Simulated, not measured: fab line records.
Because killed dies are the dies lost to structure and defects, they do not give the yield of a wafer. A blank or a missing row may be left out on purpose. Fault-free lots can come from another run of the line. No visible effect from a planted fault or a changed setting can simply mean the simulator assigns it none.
fab line records	flow rit_cmos
[record] lots = 13	wafers = 39	last_day = 8
route steps=202 shown NRETRO@56 PRETRO@74 PSD@148 SDANNEAL@156 M1@201
lots with no fault: from the same line, run without faults
start_h: hours from the record's first day to the start of the lot's first wafer shown	wait_h: how many hours have passed since the lot's step before this one	" the same as in the row above	L1.1+2: one row covering several wafers at once	- no value present, or no start provided	* or withheld: withheld	< > ~ a bound
route shown NAME@n: NAME is a module with steps in the file, n the number in the route of the first one	usual: mean/standard deviation taken from wafers without a fault	same: alike in all rows	chamber/n: place in a boat	sites: each site's reading	_std_site: the standard deviation of these	_edge_site: mean of outer sites minus mean of inner sites	radius_mm: for every site, how far away it sits from the centre of the wafer	mask NAME#n: copy n	behind: tool/chamber where the wafer was last shaped	hold: reason for holding the lot/hours on hold/outcome of the hold	device: which transistor (n, p or np) failed to switch	end of line: tests of these same wafers at the route's end	where a step has no rows: the recipe by itself	killed: dies lost to structure and defects at the first sort, not the wafer's yield	map: shows each die of a wafer: x if killed, . if not, _ if none is there
set.NAME: setting as actually run; set.NAME@STEP: the setting as run at that earlier step	model.NAME: the simulator's own value behind a step, which no gauge read
steps of the route over a sample of lots; a table a step, a row a wafer
services: from which hour (start_h, from the record's first day; less than 0 if before it) a tool's chamber was out of use, for how many hours, and why
[[steps]]
[step RIT_NRETRO_EXPOSE_03]
[recipe] mask_id = M4	na = 0.57	target_cd_nm = 43900	dose_mj = 250
[usual] reticle_temp_C = 23.01/0.1
lot.wafer	tool	chamber	start_h	wait_h	mask	reticle_temp_C
L444.2	iline_stepper-01	0	40.36	0.1	M4#0	22.95
L444.4	"	0	"	"	M4#0	22.93
L444.6	"	0	"	"	M4#0	23.02
L446.2	iline_stepper-02	0	46.11	0.2	M4#0	23.16
L446.5	"	0	"	"	M4#0	23.08
L446.6	"	0	"	"	M4#0	23.05
L447.1	iline_stepper-01	0	57.58	0.2	M4#0	23.03
L447.2	"	0	"	"	M4#0	22.97
L447.6	"	0	"	"	M4#0	23.04
L449.2	iline_stepper-01	0	60.38	0.2	M4#0	23.12
L449.4	"	0	"	"	M4#0	22.91
L449.5	"	0	"	"	M4#0	22.91
L451.2	iline_stepper-02	0	70.67	0.2	M5#0	23.04
L451.3	"	0	"	"	M5#0	22.87
L451.4	"	0	"	"	M5#0	23.05
L452.1	iline_stepper-02	0	73.66	0.1	M4#0	23.04
L452.5	"	0	"	"	M4#0	22.94
L452.6	"	0	"	"	M4#0	23.01
L454.2	iline_stepper-01	0	85.30	0.2	M4#0	23.09
L454.5	"	0	"	"	M4#0	23.01
L454.6	"	0	"	"	M4#0	23.00
L461.1	iline_stepper-02	0	120.26	0.1	M4#0	23.05
L461.4	"	0	"	"	M4#0	23.08
L461.6	"	0	"	"	M4#0	23.05
L462.1	iline_stepper-02	0	128.35	0.1	M4#0	23.14
L462.5	"	0	"	"	M4#0	23.08
L462.6	"	0	"	"	M4#0	23.11
L463.1	iline_stepper-02	0	134.08	0.1	M4#0	23.20
L463.3	"	0	"	"	M4#0	23.01
L463.4	"	0	"	"	M4#0	23.09
L464.1	iline_stepper-01	0	143.31	0.2	M4#0	23.03
L464.5	"	0	"	"	M4#0	22.96
L464.6	"	0	"	"	M4#0	23.08
L465.4	iline_stepper-02	0	148.40	0.2	M4#0	22.94
L465.5	"	0	"	"	M4#0	22.80
L465.6	"	0	"	"	M4#0	22.95
L466.1	iline_stepper-02	0	152.83	0.1	M4#0	22.98
L466.4	"	0	"	"	M4#0	23.14
L466.6	"	0	"	"	M4#0	23.21
[step RIT_NRETRO_OVL_MEAS_06]
[usual] NRETRO_OVL = -0.5/1.1
lot.wafer	tool	chamber	start_h	wait_h	NRETRO_OVL[nm]
L444.2	overlay-01	-	40.77	-	-2.7
L444.4	"	-	"	"	-1.3
L444.6	"	-	"	"	-1.9
L446.2	overlay-01	-	46.52	-	-0.8
L446.5	"	-	"	"	-0.9
L446.6	"	-	"	"	-1.1
L447.1	overlay-02	-	58.01	-	-1.1
L447.2	"	-	"	"	-0.4
L447.6	"	-	"	"	0.1
L449.2	overlay-01	-	60.79	-	-0.4
L449.4	"	-	"	"	1.0
L449.5	"	-	"	"	0.8
L451.2	overlay-01	-	71.09	-	-
L451.3	"	-	"	"	-
L451.4	"	-	"	"	-
L452.1	overlay-02	-	74.25	-	0.2
L452.5	"	-	"	"	0.0
L452.6	"	-	"	"	0.6
L454.2	overlay-02	-	85.72	-	-1.3
L454.5	"	-	"	"	-2.6
L454.6	"	-	"	"	-2.3
L461.1	overlay-02	-	120.69	-	0.3
L461.4	"	-	"	"	-1.5
L461.6	"	-	"	"	1.5
L462.1	overlay-02	-	128.78	-	-0.4
L462.5	"	-	"	"	-2.2
L462.6	"	-	"	"	-2.7
L463.1	overlay-02	-	134.51	-	-0.6
L463.3	"	-	"	"	-2.1
L463.4	"	-	"	"	-0.7
L464.1	overlay-01	-	143.74	-	-2.6
L464.5	"	-	"	"	-1.7
L464.6	"	-	"	"	-0.8
L465.4	overlay-02	-	148.79	-	0.9
L465.5	"	-	"	"	-1.1
L465.6	"	-	"	"	1.3
L466.1	overlay-02	-	153.26	-	0.4
L466.4	"	-	"	"	-2.2
L466.6	"	-	"	"	-0.5
[step RIT_NRETRO_TW_MEAS_10]
[usual] NRETRO_TW = 1050/7.9
lot.wafer	tool	chamber	start_h	wait_h	NRETRO_TW
L444.2	film_metro-04	-	41.39	0.1	1047
L444.4	"	-	"	"	1048
L444.6	"	-	"	"	1047
L446.2	film_metro-03	-	47.14	0.1	1054
L446.5	"	-	"	"	1051
L446.6	"	-	"	"	1047
L447.1	film_metro-04	-	58.62	0.1	1037
L447.2	"	-	"	"	1043
L447.6	"	-	"	"	1032
L449.2	film_metro-01	-	61.41	0.1	1044
L449.4	"	-	"	"	1050
L449.5	"	-	"	"	1053
L451.2	film_metro-04	-	71.71	0.1	30
L451.3	"	-	"	"	30
L451.4	"	-	"	"	30
L452.1	film_metro-03	-	74.86	0.1	1072
L452.5	"	-	"	"	1062
L452.6	"	-	"	"	1067
L454.2	film_metro-01	-	86.34	0.1	1047
L454.5	"	-	"	"	1047
L454.6	"	-	"	"	1045
L461.1	film_metro-03	-	121.30	0.1	1059
L461.4	"	-	"	"	1062
L461.6	"	-	"	"	1060
L462.1	film_metro-03	-	129.39	0.1	1059
L462.5	"	-	"	"	1059
L462.6	"	-	"	"	1061
L463.1	film_metro-01	-	135.12	0.1	1041
L463.3	"	-	"	"	1039
L463.4	"	-	"	"	1039
L464.1	film_metro-01	-	144.35	0.1	1046
L464.5	"	-	"	"	1052
L464.6	"	-	"	"	1048
L465.4	film_metro-01	-	149.42	0.1	1050
L465.5	"	-	"	"	1045
L465.6	"	-	"	"	1050
L466.1	film_metro-04	-	153.87	0.1	1042
L466.4	"	-	"	"	1042
L466.6	"	-	"	"	1043
[step RIT_PRETRO_TW_MEAS_10]
[usual] PRETRO_TW = 476/3.3
lot.wafer	tool	chamber	start_h	wait_h	PRETRO_TW
L444.2	film_metro-02	-	43.07	0.1	477
L444.4	"	-	"	"	475
L444.6	"	-	"	"	475
L446.2	film_metro-03	-	48.92	0.1	480
L446.5	"	-	"	"	480
L446.6	"	-	"	"	481
L447.1	film_metro-02	-	60.56	0.1	473
L447.2	"	-	"	"	477
L447.6	"	-	"	"	475
L449.2	film_metro-03	-	63.13	0.1	482
L449.4	"	-	"	"	481
L449.5	"	-	"	"	483
L451.2	film_metro-03	-	73.38	0.1	1087
L451.3	"	-	"	"	1086
L451.4	"	-	"	"	1088
L452.1	film_metro-03	-	76.53	0.1	480
L452.5	"	-	"	"	479
L452.6	"	-	"	"	480
L454.2	film_metro-03	-	88.05	0.1	478
L454.5	"	-	"	"	481
L454.6	"	-	"	"	477
L461.1	film_metro-01	-	122.97	0.1	470
L461.4	"	-	"	"	476
L461.6	"	-	"	"	470
L462.1	film_metro-03	-	131.17	0.1	478
L462.5	"	-	"	"	481
L462.6	"	-	"	"	483
L463.1	film_metro-02	-	136.80	0.1	476
L463.3	"	-	"	"	479
L463.4	"	-	"	"	479
L464.1	film_metro-01	-	146.02	0.1	473
L464.5	"	-	"	"	474
L464.6	"	-	"	"	473
L465.4	film_metro-01	-	150.97	0.1	475
L465.5	"	-	"	"	475
L465.6	"	-	"	"	477
L466.1	film_metro-01	-	155.42	0.1	475
L466.4	"	-	"	"	474
L466.6	"	-	"	"	474
[step RIT_PSD_OVL_MEAS_06]
[usual] PSD_OVL = 1.8/1.5
lot.wafer	tool	chamber	start_h	wait_h	PSD_OVL[nm]
L444.2	overlay-02	-	61.47	-	1.4
L444.4	"	-	"	"	2.0
L444.6	"	-	"	"	0.0
L446.2	overlay-02	-	68.04	-	2.0
L446.5	"	-	"	"	1.8
L446.6	"	-	"	"	2.0
L449.2	overlay-02	-	81.73	-	1.9
L449.4	"	-	"	"	2.7
L449.5	"	-	"	"	3.2
L447.1	overlay-02	-	81.88	-	1.2
L447.2	"	-	"	"	2.9
L447.6	"	-	"	"	0.7
L451.2	overlay-02	-	91.56	-	1.0
L451.3	"	-	"	"	1.8
L451.4	"	-	"	"	1.3
L452.1	overlay-02	-	95.02	-	-0.4
L452.5	"	-	"	"	0.7
L452.6	"	-	"	"	0.4
L454.2	overlay-02	-	105.55	-	1.0
L454.5	"	-	"	"	0.7
L454.6	"	-	"	"	0.0
L461.1	overlay-01	-	147.97	-	3.7
L461.4	"	-	"	"	3.4
L461.6	"	-	"	"	4.1
L462.1	overlay-01	-	154.91	-	2.9
L462.5	"	-	"	"	3.2
L462.6	"	-	"	"	1.9
L463.1	overlay-01	-	158.56	-	1.5
L463.3	"	-	"	"	0.1
L463.4	"	-	"	"	0.8
L464.1	overlay-02	-	165.49	-	2.0
L464.5	"	-	"	"	1.4
L464.6	"	-	"	"	-0.3
L465.4	overlay-02	-	174.64	-	4.6
L465.5	"	-	"	"	4.1
L465.6	"	-	"	"	3.1
L466.1	overlay-01	-	176.54	-	1.7
L466.4	"	-	"	"	3.8
L466.6	"	-	"	"	2.4
[step RIT_SDANNEAL_RTA_03]
[recipe] temp_c = 1050	time_s = 5	idle_temp_c = 600	ramp_up_c_per_s = 342	ramp_down_c_per_s = 171	cool_to_c = 600	ambient = N2
[usual] ramp_down_c_per_s = 171.00/0.03	wafer_temp_C_max = 1053.5/1.1
lot.wafer	tool	chamber	start_h	wait_h	ramp_down_c_per_s	wafer_temp_C_max
L444.2	rtp_anneal-01	0	62.58	0.0	170.99	1053.4
L444.4	"	0	"	"	171.01	1053.9
L444.6	"	0	"	"	171.03	1053.1
L446.2	rtp_anneal-01	0	69.00	0.0	171.00	1052.0
L446.5	"	0	"	"	170.95	1053.2
L446.6	"	0	"	"	171.02	1056.1
L449.2	rtp_anneal-02	0	82.70	0.0	171.01	1052.9
L449.4	"	0	"	"	171.00	1051.1
L449.5	"	0	"	"	171.03	1054.2
L447.1	rtp_anneal-02	0	82.82	0.0	171.07	1051.8
L447.2	"	0	"	"	170.96	1052.3
L447.6	"	0	"	"	170.98	1053.4
L451.2	rtp_anneal-02	0	92.51	0.0	170.99	1053.2
L451.3	"	0	"	"	171.02	1055.0
L451.4	"	0	"	"	170.98	1053.9
L452.1	rtp_anneal-01	0	96.04	0.0	170.95	1052.2
L452.5	"	0	"	"	170.99	1052.1
L452.6	"	0	"	"	171.05	1053.8
L454.2	rtp_anneal-01	0	106.61	0.0	170.97	1053.5
L454.5	"	0	"	"	170.97	1054.7
L454.6	"	0	"	"	170.99	1053.0
L461.1	rtp_anneal-02	0	148.91	0.0	171.01	1053.7
L461.4	"	0	"	"	171.00	1053.2
L461.6	"	0	"	"	170.93	1052.7
L462.1	rtp_anneal-01	0	156.04	0.0	170.99	1055.9
L462.5	"	0	"	"	171.01	1054.0
L462.6	"	0	"	"	171.01	1053.3
L463.1	rtp_anneal-02	0	159.55	0.0	171.02	1053.8
L463.3	"	0	"	"	170.97	1053.6
L463.4	"	0	"	"	171.07	1055.2
L464.1	rtp_anneal-01	0	166.48	0.0	170.95	1055.6
L464.5	"	0	"	"	171.03	1052.1
L464.6	"	0	"	"	170.97	1053.5
L465.4	rtp_anneal-02	0	175.59	0.0	171.00	1053.3
L465.5	"	0	"	"	171.05	1051.2
L465.6	"	0	"	"	171.06	1053.8
L466.1	rtp_anneal-01	0	177.48	0.0	170.93	1052.6
L466.4	"	0	"	"	170.99	1053.6
L466.6	"	0	"	"	171.01	1052.7
[step RIT_M1_BOW_MEAS_16]
[recipe] mode = bow
[usual] M1_BOW = 16/6.8
lot.wafer	tool	chamber	start_h	wait_h	M1_BOW[um]
L444.2	film_metro-03	-	70.06	0.0	20
L444.4	"	-	"	"	28
L444.6	"	-	"	"	20
L446.2	film_metro-01	-	77.11	0.0	10
L446.5	"	-	"	"	12
L446.6	"	-	"	"	14
L449.2	film_metro-03	-	90.53	0.0	22
L449.4	"	-	"	"	9
L449.5	"	-	"	"	6
L447.1	film_metro-04	-	92.01	0.0	17
L447.2	"	-	"	"	22
L447.6	"	-	"	"	12
L451.2	film_metro-04	-	99.95	0.0	-4
L451.3	"	-	"	"	17
L451.4	"	-	"	"	21
L452.1	film_metro-01	-	103.27	0.0	12
L452.5	"	-	"	"	4
L452.6	"	-	"	"	7
L454.2	film_metro-01	-	113.97	0.0	18
L454.5	"	-	"	"	21
L454.6	"	-	"	"	14
L461.1	film_metro-04	-	156.21	0.0	14
L461.4	"	-	"	"	12
L461.6	"	-	"	"	11
L462.1	film_metro-04	-	163.61	0.0	11
L462.5	"	-	"	"	12
L462.6	"	-	"	"	13
L463.1	film_metro-03	-	166.94	0.0	10
L463.3	"	-	"	"	24
L463.4	"	-	"	"	21
L464.1	film_metro-03	-	173.84	0.0	19
L464.5	"	-	"	"	29
L464.6	"	-	"	"	18
L465.4	film_metro-04	-	183.15	0.1	5
L465.5	"	-	"	"	13
L465.6	"	-	"	"	14
L466.1	film_metro-04	-	184.66	0.0	12
L466.4	"	-	"	"	8
L466.6	"	-	"	"	22
[step RIT_M1_PROBE_99]
[usual] killed_at_M0_to_M3 = 0.0/0.12	killed_at_contacts = 0.0/0.2	killed_at_front_end = 7/3	killed_dies = 7/3	killed_on_rim = 2.1/1.6	killed_open = 3.4/1.8	killed_short = 3.8/2.1
[same] gross_dies = 264	killed_at_M4_up = 0	killed_at_back_side = 0	killed_at_other = 0
lot.wafer	tool	chamber	start_h	wait_h	killed_at_M0_to_M3	killed_at_contacts	killed_at_front_end	killed_dies	killed_on_rim	killed_open	killed_short
L451.2	prober-02	-	100.10	0.1	0	0	264	264	70	1	2
L451.3	prober-02	-	100.15	0.2	0	0	264	264	70	2	1
L451.4	prober-02	-	100.20	0.2	0	0	264	264	70	1	1
L452.1	prober-01	-	103.39	0.1	0	0	5	5	3	1	4
L452.5	prober-01	-	103.59	0.2	0	0	9	9	2	5	4
L452.6	prober-01	-	103.64	0.2	0	0	3	3	1	1	2
L454.2	prober-01	-	114.12	0.1	0	0	9	9	1	4	5
L454.5	prober-01	-	114.27	0.2	0	0	10	10	2	4	6
L454.6	prober-01	-	114.32	0.2	0	0	4	4	0	3	1
// killed by level:class
L451.2 NRETRO:area_expose=261 REOX:geometric_particle:short=2 SILICIDE:geometric_particle:open=1
L451.3 NRETRO:area_expose=261 GATE:geometric_particle:open=1 GATE:geometric_particle:short=1 REOX:geometric_particle:open=1
L451.4 NRETRO:area_expose=262 GATE:geometric_particle:open=1 SPACER:geometric_particle:short=1
L452.1 FOX1:geometric_particle:short=1 FOX2:geometric_particle:short=1 GATE:geometric_particle:short=1 SILICIDE:geometric_particle:short=1 SILICIDE:geometric_particle:open=1
L452.5 GATE:geometric_particle:open=2 REOX:geometric_particle:short=2 FOX2:geometric_particle:open=1 GATE:geometric_particle:short=1 SPACER:geometric_particle:short=1 SPACER:geometric_particle:open=1 SILICIDE:geometric_particle:open=1
L452.6 FOX1:geometric_particle:short=1 GATE:geometric_particle:open=1 SPACER:geometric_particle:short=1
L454.2 GATE:geometric_particle:open=4 GATE:geometric_particle:short=3 FOX1:geometric_particle:short=2
L454.5 GATE:geometric_particle:short=3 FOX2:geometric_particle:open=2 SPACER:geometric_particle:short=2 SILICIDE:geometric_particle:open=2 SILICIDE:geometric_particle:short=1
L454.6 GATE:geometric_particle:open=2 GATE:geometric_particle:short=1 SILICIDE:geometric_particle:open=1
[[services]]
tool	chamber	start_h	hours	kind
iline_stepper-02	-	35.36	7.5	repair
iline_stepper-01	0	51.18	-	calibration
iline_stepper-01	-	76.63	1.7	pm
iline_stepper-02	-	110.73	1.7	repair
[[key]]
[first_sign] step = RIT_NRETRO_EXPOSE_03	reading = mask	direction = changed
[effect] step = RIT_NRETRO_OVL_MEAS_06	reading = NRETRO_OVL	direction = missing
[effect] step = RIT_NRETRO_TW_MEAS_10	reading = NRETRO_TW	direction = down	sigmas = 99+	usual = 1050	struck = 30
[effect] step = RIT_PRETRO_TW_MEAS_10	reading = PRETRO_TW	direction = up	sigmas = 99+	usual = 476	struck = 1087
[effect] step = RIT_M1_PROBE_99	reading = killed_at_front_end	direction = up	sigmas = 85	usual = 7	struck = 264
[more_kills_born_at] RIT_NRETRO_EXPOSE_03@iline_stepper-02 = 784
met_at RIT_NRETRO_EXPOSE_03
struck_lots L451
tester_left_out L451
not_acting_at RIT_PSD_OVL_MEAS_06,RIT_SDANNEAL_RTA_03,RIT_M1_BOW_MEAS_16
onset_between 46.11 70.67
[fault] kind = wrong_mask	tool = any	chamber = -	onset_h = 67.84	steps = RIT_NRETRO_EXPOSE_03	aux_copy = M5#0	scope = struck_lots_only
// tester_left_out: of these lots the tester's yield and bins aren't shown, on N5 and GAA mostly nor the transistor test; their killed dies are dies lost to structure and defects alone, not to doping, threshold or leakage, so they don't give the yield
